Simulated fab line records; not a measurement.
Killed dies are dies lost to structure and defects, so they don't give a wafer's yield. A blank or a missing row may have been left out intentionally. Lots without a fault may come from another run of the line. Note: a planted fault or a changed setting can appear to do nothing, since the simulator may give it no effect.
fab line records + flow berkeley_cmos170
record
- lots=5
- wafers=15
- last_day=12
route steps=331 shown GATE@134
lots that met no fault: from a run of the same line without faults
start_h: hours from the record's opening day to when the first of the lot's shown wafers began + wait_h: hours from the lot's prior step to this one + " unchanged from the row above + L1.1+2: several wafers, shown together as one row + - no value present, or no start provided + * or withheld: withheld + < > ~ a bound
route shown NAME@n: a module of which the file shows steps, and the number in the route of the first + usual: mean/standard deviation taken from wafers without a fault + same: alike in all rows + chamber/n: place in a boat + sites: the reading at each site + _std_site: their standard deviation + _edge_site: inner sites' mean taken away from outer sites' mean + radius_mm: for every site, how far away it sits from the centre of the wafer + mask NAME#n: copy n + behind: tool/chamber where the wafer was last shaped + hold: why the lot went on hold/how many hours it stayed there/how the hold came to an end + device: the transistor (n, p or np) that didn't switch + end of line: the tests these same wafers got at the end of their route + step lacking rows: just its recipe + killed: count of dies lost to structure and defects at first sort (not the wafer's yield) + map: dies across one wafer; x = killed, . = not, _ = none there
set.NAME: setting as actually run; set.NAME@STEP: the setting as run at that earlier step + model.NAME: the simulator's own value behind a step, which no gauge read
a table for each step, a row for each wafer; lots at some steps of the route
services: a tool's chamber out of use, with start hour (start_h, from the record's first day; less than 0 if before it), hours out, and reason
## steps
# step UCB170_GATE_SOFTBAKE_08
# recipe
- resist=KrF
- temp_c=130
- time_s=60
| lot.wafer  | tool           | chamber | start_h | wait_h |
|------------|----------------|---------|---------|--------|
| L075.1+5+6 | litho_track-03 | 0       | -       | -      |
| L078.2+3+5 | litho_track-01 | 0       | -       | -      |
| L082.2+3+5 | litho_track-01 | 0       | -       | -      |
| L089.1+3+4 | litho_track-03 | 0       | -       | -      |
| L097.2+3+5 | litho_track-03 | 0       | -       | -      |
# step UCB170_GATE_EXPOSE_09
# recipe
- mask_id=POLY
- target_cd_nm=350
- na=0.5
- sigma_outer=0.6
- source_shape=conventional
- dose_mj=21
# usual
- stage_vel_mm_s=500.03/0.22
# same
- na=0.5
| lot.wafer | tool           | chamber | start_h | wait_h | mask   | stage_vel_mm_s |
|-----------|----------------|---------|---------|--------|--------|----------------|
| L075.1    | krf_scanner-01 | 0       | 155.37  | -      | POLY#0 | 500.06         |
| L075.5    | "              | 0       | "       | "      | POLY#0 | 500.25         |
| L075.6    | "              | 0       | "       | "      | POLY#0 | 500.37         |
| L078.2    | krf_scanner-01 | 0       | 162.61  | -      | POLY#0 | 500.22         |
| L078.3    | "              | 0       | "       | "      | POLY#0 | 499.83         |
| L078.5    | "              | 0       | "       | "      | POLY#0 | 499.98         |
| L082.2    | krf_scanner-01 | 0       | 192.04  | -      | POLY#0 | 500.22         |
| L082.3    | "              | 0       | "       | "      | POLY#0 | 499.99         |
| L082.5    | "              | 0       | "       | "      | POLY#0 | 500.11         |
| L089.1    | krf_scanner-02 | 0       | 220.00  | -      | POLY#0 | 500.06         |
| L089.3    | "              | 0       | "       | "      | POLY#0 | 500.50         |
| L089.4    | "              | 0       | "       | "      | POLY#0 | 500.02         |
| L097.2    | krf_scanner-01 | 0       | 258.82  | -      | POLY#0 | 500.06         |
| L097.3    | "              | 0       | "       | "      | POLY#0 | 500.08         |
| L097.5    | "              | 0       | "       | "      | POLY#0 | 499.84         |
# step UCB170_GATE_PEB_10
# recipe
- peb_temp_c=130
- peb_time_s=withheld
- resist=KrF
| lot.wafer  | tool           | chamber | start_h | wait_h |
|------------|----------------|---------|---------|--------|
| L075.1+5+6 | litho_track-04 | 0       | 155.48  | 0.1    |
| L078.2+3+5 | litho_track-04 | 0       | 162.73  | 0.1    |
| L082.2+3+5 | litho_track-03 | 0       | 192.27  | 0.2    |
| L089.1+3+4 | litho_track-04 | 0       | 220.12  | 0.1    |
| L097.2+3+5 | litho_track-01 | 0       | 259.03  | 0.2    |
# step UCB170_GATE_DEVELOP_11
# recipe
- developer=TMAH
- develop_time_s=45
- resist=KrF
- dev_temp_c=21
| lot.wafer  | tool           | chamber | start_h | wait_h |
|------------|----------------|---------|---------|--------|
| L075.1+5+6 | litho_track-04 | 0       | -       | -      |
| L078.2+3+5 | litho_track-04 | 0       | -       | -      |
| L082.2+3+5 | litho_track-03 | 0       | -       | -      |
| L089.1+3+4 | litho_track-04 | 0       | -       | -      |
| L097.2+3+5 | litho_track-01 | 0       | -       | -      |
# step UCB170_GATE_CD_MEAS_12
# recipe
- target_cd_nm=350
# usual
- cd_nm=350.2/1.3
| lot.wafer | tool      | chamber | start_h | wait_h | cd_nm |
|-----------|-----------|---------|---------|--------|-------|
| L075.1    | cd_sem-02 | -       | 155.76  | -      | 352.4 |
| L075.5    | "         | -       | "       | "      | 350.3 |
| L075.6    | "         | -       | "       | "      | 351.3 |
| L078.2    | cd_sem-01 | -       | 163.01  | -      | 349.5 |
| L078.3    | "         | -       | "       | "      | 349.2 |
| L078.5    | "         | -       | "       | "      | 348.2 |
| L082.2    | cd_sem-01 | -       | 192.54  | -      | 351.1 |
| L082.3    | "         | -       | "       | "      | 351.7 |
| L082.5    | "         | -       | "       | "      | 350.5 |
| L089.1    | cd_sem-01 | -       | 220.39  | -      | 350.9 |
| L089.3    | "         | -       | "       | "      | 350.5 |
| L089.4    | "         | -       | "       | "      | 351.8 |
| L097.2    | cd_sem-01 | -       | 259.30  | -      | 350.7 |
| L097.3    | "         | -       | "       | "      | 350.4 |
| L097.5    | "         | -       | "       | "      | 350.4 |
# step UCB170_GATE_OVL_MEAS_13
# usual
- GATE_OVL=-2/4.9
| lot.wafer | tool       | chamber | start_h | wait_h | GATE_OVL[nm] |
|-----------|------------|---------|---------|--------|--------------|
| L075.1    | overlay-01 | -       | 155.88  | 0.1    | -8           |
| L075.5    | "          | -       | "       | "      | -2           |
| L075.6    | "          | -       | "       | "      | -9           |
| L078.2    | overlay-02 | -       | 163.11  | 0.1    | -7           |
| L078.3    | "          | -       | "       | "      | -1           |
| L078.5    | "          | -       | "       | "      | 1            |
| L082.2    | overlay-01 | -       | 192.64  | 0.1    | 3            |
| L082.3    | "          | -       | "       | "      | 2            |
| L082.5    | "          | -       | "       | "      | 0            |
| L089.1    | overlay-02 | -       | 220.51  | 0.1    | 2            |
| L089.3    | "          | -       | "       | "      | -2           |
| L089.4    | "          | -       | "       | "      | -1           |
| L097.2    | overlay-02 | -       | 259.41  | 0.1    | 2            |
| L097.3    | "          | -       | "       | "      | 2            |
| L097.5    | "          | -       | "       | "      | 5            |
# step UCB170_GATE_ETCH_14
# recipe
- chemistry=N2/H2
- target_depth_a=withheld
- overetch_a=withheld
- target=BARC
- time_s=withheld
- source_w=500
- bias_w=100
- pressure_mtorr=30
- n2_flow_sccm=100
- h2_flow_sccm=200
# usual
- drypump_motor_current_A=5.8/0.47
- oes_product_au=0.994/0.019
- throttle_valve_pct=13.26/0.2
| lot.wafer | tool        | chamber | start_h | wait_h | drypump_motor_current_A | oes_product_au | throttle_valve_pct |
|-----------|-------------|---------|---------|--------|-------------------------|----------------|--------------------|
| L075.1    | rie_diel-03 | 3       | 155.92  | 0.0    | 6.0                     | 1.012          | 13.10              |
| L075.5    | "           | 1       | "       | "      | 6.2                     | 1.006          | 13.27              |
| L075.6    | "           | 2       | "       | "      | 5.5                     | 1.014          | 13.32              |
| L078.2    | rie_diel-02 | 0       | 163.14  | 0.0    | 6.1                     | 1.008          | 13.52              |
| L078.3    | "           | 2       | "       | "      | 5.8                     | 0.991          | 13.30              |
| L078.5    | "           | 3       | "       | "      | 5.4                     | 0.969          | 12.94              |
| L082.2    | rie_diel-03 | 1       | 192.67  | 0.0    | 6.2                     | 1.007          | 13.27              |
| L082.3    | "           | 2       | "       | "      | 5.5                     | 1.001          | 13.30              |
| L082.5    | "           | 2       | "       | "      | 5.5                     | 1.005          | 13.33              |
| L089.1    | rie_diel-01 | 3       | 220.55  | 0.0    | 4.8                     | 1.009          | 13.62              |
| L089.3    | "           | 2       | "       | "      | 6.5                     | 0.984          | 13.38              |
| L089.4    | "           | 3       | "       | "      | 4.8                     | 1.006          | 13.63              |
| L097.2    | rie_diel-01 | 1       | 259.44  | 0.0    | 5.7                     | 0.948          | 13.14              |
| L097.3    | "           | 2       | "       | "      | 6.4                     | 0.971          | 13.41              |
| L097.5    | "           | 1       | "       | "      | 5.7                     | 0.961          | 13.12              |
## services
| tool           | chamber | start_h | hours | kind           |
|----------------|---------|---------|-------|----------------|
| rie_diel-01    | 1       | 133.93  | 4.3   | repair         |
| rie_diel-01    | 0       | 138.26  | -     | clean          |
| rie_diel-01    | 0       | 138.26  | 16.5  | scheduled_down |
| rie_diel-01    | 0       | 138.26  | 16.5  | vent_cycle     |
| rie_diel-01    | -       | 138.90  | 7.6   | repair         |
| rie_diel-02    | 0       | 139.21  | 9.1   | repair         |
| krf_scanner-02 | -       | 146.72  | 1.3   | pm             |
| rie_diel-03    | 3       | 151.15  | 3.8   | repair         |
| krf_scanner-01 | -       | 156.08  | 0.8   | pm             |
| rie_diel-02    | 1       | 156.20  | 10.3  | repair         |
| rie_diel-03    | 3       | 173.54  | -     | clean          |
| rie_diel-03    | 3       | 173.54  | 18.2  | scheduled_down |
| rie_diel-03    | 3       | 173.54  | 18.2  | vent_cycle     |
| krf_scanner-02 | -       | 189.25  | 4.4   | pm             |
| rie_diel-01    | -       | 191.57  | 2.8   | pm             |
| krf_scanner-02 | -       | 193.63  | 0.8   | pm             |
| krf_scanner-01 | -       | 195.92  | 1.3   | pm             |
| krf_scanner-01 | -       | 198.58  | 1.0   | pm             |
| rie_diel-01    | 1       | 204.04  | -     | clean          |
| rie_diel-01    | 1       | 204.04  | 24.9  | scheduled_down |
| rie_diel-01    | 1       | 204.04  | 24.9  | vent_cycle     |
| krf_scanner-02 | -       | 206.76  | 4.0   | pm             |
| krf_scanner-02 | -       | 216.80  | 1.0   | pm             |
| rie_diel-03    | 2       | 242.82  | 14.6  | repair         |
## key
fault none
